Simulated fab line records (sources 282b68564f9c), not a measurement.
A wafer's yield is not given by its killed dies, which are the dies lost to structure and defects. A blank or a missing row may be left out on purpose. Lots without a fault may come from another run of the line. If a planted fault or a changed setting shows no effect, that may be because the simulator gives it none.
A sampling plan put to the test -- flow rit-cmos -- one line in one fab, 19 faults in these records, each fault weighed on the records of the lots it struck
The line's own looks make up the plan; these are the steps of the route where a gauge or inspection reads the wafer and leaves it unchanged. A look is open to judgement when struck wafers have a number at it and the file gives its usual mean and standard deviation on fault-free wafers. Caught: a look later than the fault's first step finds the struck wafers' mean 4 or more of those standard deviations (sigma) from the usual mean. On the tool: the test repeated on the tool's own readings taken at the fault's steps. If the struck wafers alone have a blank record, or they carry another recipe, that too counts as caught.

## THE FAULTS, as the simulator had put them in
1. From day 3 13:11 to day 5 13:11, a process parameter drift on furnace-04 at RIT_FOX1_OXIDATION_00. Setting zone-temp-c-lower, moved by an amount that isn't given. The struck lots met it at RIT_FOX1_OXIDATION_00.
2. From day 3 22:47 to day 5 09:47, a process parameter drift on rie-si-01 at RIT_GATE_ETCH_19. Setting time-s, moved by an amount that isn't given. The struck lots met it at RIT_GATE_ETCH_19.
3. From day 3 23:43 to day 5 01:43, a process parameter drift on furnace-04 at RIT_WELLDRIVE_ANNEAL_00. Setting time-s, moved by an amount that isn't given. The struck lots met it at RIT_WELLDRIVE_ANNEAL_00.
4. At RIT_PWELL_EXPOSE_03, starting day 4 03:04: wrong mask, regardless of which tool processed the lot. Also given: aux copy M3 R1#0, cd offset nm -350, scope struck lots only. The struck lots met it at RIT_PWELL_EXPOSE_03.
5. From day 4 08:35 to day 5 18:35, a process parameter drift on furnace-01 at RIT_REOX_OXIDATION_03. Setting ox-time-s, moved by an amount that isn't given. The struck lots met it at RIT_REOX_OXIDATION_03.
6. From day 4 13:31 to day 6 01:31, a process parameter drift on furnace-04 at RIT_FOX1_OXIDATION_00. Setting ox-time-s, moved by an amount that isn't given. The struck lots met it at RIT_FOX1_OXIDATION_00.
7. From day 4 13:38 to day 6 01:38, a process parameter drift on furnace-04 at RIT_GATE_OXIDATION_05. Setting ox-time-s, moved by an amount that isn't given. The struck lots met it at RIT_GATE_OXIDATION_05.
8. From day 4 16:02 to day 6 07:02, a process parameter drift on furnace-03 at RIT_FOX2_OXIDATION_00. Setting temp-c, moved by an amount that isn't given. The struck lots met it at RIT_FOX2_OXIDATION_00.
9. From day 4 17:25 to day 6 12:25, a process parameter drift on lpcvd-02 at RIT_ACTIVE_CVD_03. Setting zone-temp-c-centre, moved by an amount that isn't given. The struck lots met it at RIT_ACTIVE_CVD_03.
10. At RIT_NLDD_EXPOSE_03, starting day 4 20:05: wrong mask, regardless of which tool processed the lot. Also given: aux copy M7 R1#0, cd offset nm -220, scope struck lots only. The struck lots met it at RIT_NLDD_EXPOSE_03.
11. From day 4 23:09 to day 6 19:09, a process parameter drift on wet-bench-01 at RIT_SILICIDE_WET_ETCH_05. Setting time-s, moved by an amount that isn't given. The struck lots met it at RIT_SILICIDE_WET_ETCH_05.
12. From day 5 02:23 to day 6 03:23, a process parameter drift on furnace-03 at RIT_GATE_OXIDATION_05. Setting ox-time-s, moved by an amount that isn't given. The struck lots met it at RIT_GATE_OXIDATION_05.
13. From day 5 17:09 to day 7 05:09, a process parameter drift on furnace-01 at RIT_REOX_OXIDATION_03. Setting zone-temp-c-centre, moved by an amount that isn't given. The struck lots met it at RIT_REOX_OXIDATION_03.
14. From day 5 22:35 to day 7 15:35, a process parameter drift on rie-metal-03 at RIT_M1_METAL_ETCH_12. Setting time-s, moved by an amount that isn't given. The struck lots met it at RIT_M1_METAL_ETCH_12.
15. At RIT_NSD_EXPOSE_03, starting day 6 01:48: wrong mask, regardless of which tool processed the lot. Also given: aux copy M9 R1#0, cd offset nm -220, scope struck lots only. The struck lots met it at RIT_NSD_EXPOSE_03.
16. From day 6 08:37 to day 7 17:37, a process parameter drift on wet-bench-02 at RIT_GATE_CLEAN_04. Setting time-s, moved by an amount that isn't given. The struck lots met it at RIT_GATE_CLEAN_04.
17. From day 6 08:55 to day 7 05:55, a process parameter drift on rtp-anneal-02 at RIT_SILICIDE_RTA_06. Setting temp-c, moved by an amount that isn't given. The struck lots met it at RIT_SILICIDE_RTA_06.
18. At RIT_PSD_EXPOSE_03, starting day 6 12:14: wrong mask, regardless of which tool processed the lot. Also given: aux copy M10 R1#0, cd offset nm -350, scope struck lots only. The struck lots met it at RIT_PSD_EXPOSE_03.
19. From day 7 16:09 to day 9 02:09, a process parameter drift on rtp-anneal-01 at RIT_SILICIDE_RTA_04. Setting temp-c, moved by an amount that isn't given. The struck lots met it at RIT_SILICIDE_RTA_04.

## WHAT THE PLAN SAW
fault,on the tool itself,first look that catches it,"reading, sigma",median hours from its first step to that look,hours from the fault's start to the first struck lot there,judged looks passed uncaught
1,no reading that can be judged,not the one look that can be judged after it,-,-,-,1
2,run-length-s +99 or beyond sigma,no look after it can be judged,-,-,-,0
3,run-length-s -99 or beyond sigma,RIT_WELLDRIVE_RS_MEAS_01,NWELL_RS +13,5.1,1,0
4,under 2 sigma,no look after it can be judged,-,-,-,0
5,under 2 sigma,RIT_REOX_THK_MEAS_04,REOX_OXIDE_THK -22,2.6,10,0
6,under 2 sigma,RIT_FOX1_THK_MEAS_01,FOX1_OXIDE_THK +11,1.3,5,0
7,under 2 sigma,RIT_GATE_THK_MEAS_07,GATE_OXIDE_THK -15,3.4,8,0
8,tube-center-temp-C -99 or beyond sigma,RIT_FOX2_THK_MEAS_01,FOX2_OXIDE_THK -7.2,1.3,6,0
9,spike-tc-centre-C +25 sigma,RIT_ACTIVE_THK_MEAS_04,ACTIVE_NITRIDE_THK +19,2.1,14,0
10,no reading that can be judged,no look after it can be judged,-,-,-,0
11,run-length-s -19 sigma,no look after it can be judged,-,-,-,0
12,under 2 sigma,RIT_GATE_THK_MEAS_07,GATE_OXIDE_THK +17,3.1,8,0
13,spike-tc-centre-C -18 sigma,no look after it can be judged,-,-,-,0
14,run-length-s -99 or beyond sigma,no look after it can be judged,-,-,-,0
15,no reading that can be judged,not the one look that can be judged after it,"strongest: cd-nm at RIT_M1_CD_MEAS_09, -2.4",-,-,1
16,run-length-s +99 or beyond sigma,not the one look that can be judged after it,"strongest: FIELD_OXIDE_LEFT_2_THK at RIT_FOX2_THK_MEAS_91, -3.8",-,-,1
17,wafer_temp_C_max +7.7 sigma,not the one look that can be judged after it,-,-,-,1
18,under 2 sigma,no look after it can be judged,-,-,-,0
19,wafer_temp_C_max +99 or beyond sigma,not the one look that can be judged after it,-,-,-,1
Dash: fault not caught, or number not given in these records.

Caught at a look: 7 of 19. Caught on the tool: 10 of 19. By one or the other: 14 of 19.
Faults 2, 11, 13, 14, 16, 17, 19 were caught on the tool alone.
Caught at a look alone: faults 5, 6, 7, 12.
Caught by neither: faults 1, 4, 10, 15, 18.

## THINNER SAMPLING
If the look that catches a fault measured only every second or every third lot, by lot number, the first struck lot would be measured this late in the worst case:
fault,"struck lots at that look, in order of time",every lot,every second lot,every third lot
3,"L558, L560, L562",1 h,may miss all 3,17 h
5,"L995, L999, L100",10 h,26 h,26 h
6,"L221, L222, L225",5 h,9 h,may miss all 3
7,"L870, L874",8 h,may miss all 2,may miss all 2
8,"L347, L349, L350",6 h,23 h,may miss all 3
9,"L328, L330",14 h,may miss all 2,may miss all 2
12,"L357, L360",8 h,20 h,may miss all 2
Hours are from the fault's start to the first struck lot that is measured. 4 sigma limit: tested on the pooled struck wafers, so a lone lot may be under it. Other struck lots may not be in these records.

## THE LONGEST TIMED WAY FROM STEP TO LOOK
Fault 3: the median time between RIT_WELLDRIVE_ANNEAL_00 and RIT_WELLDRIVE_RS_MEAS_01 is 5.1 hours. No look between them can be judged.
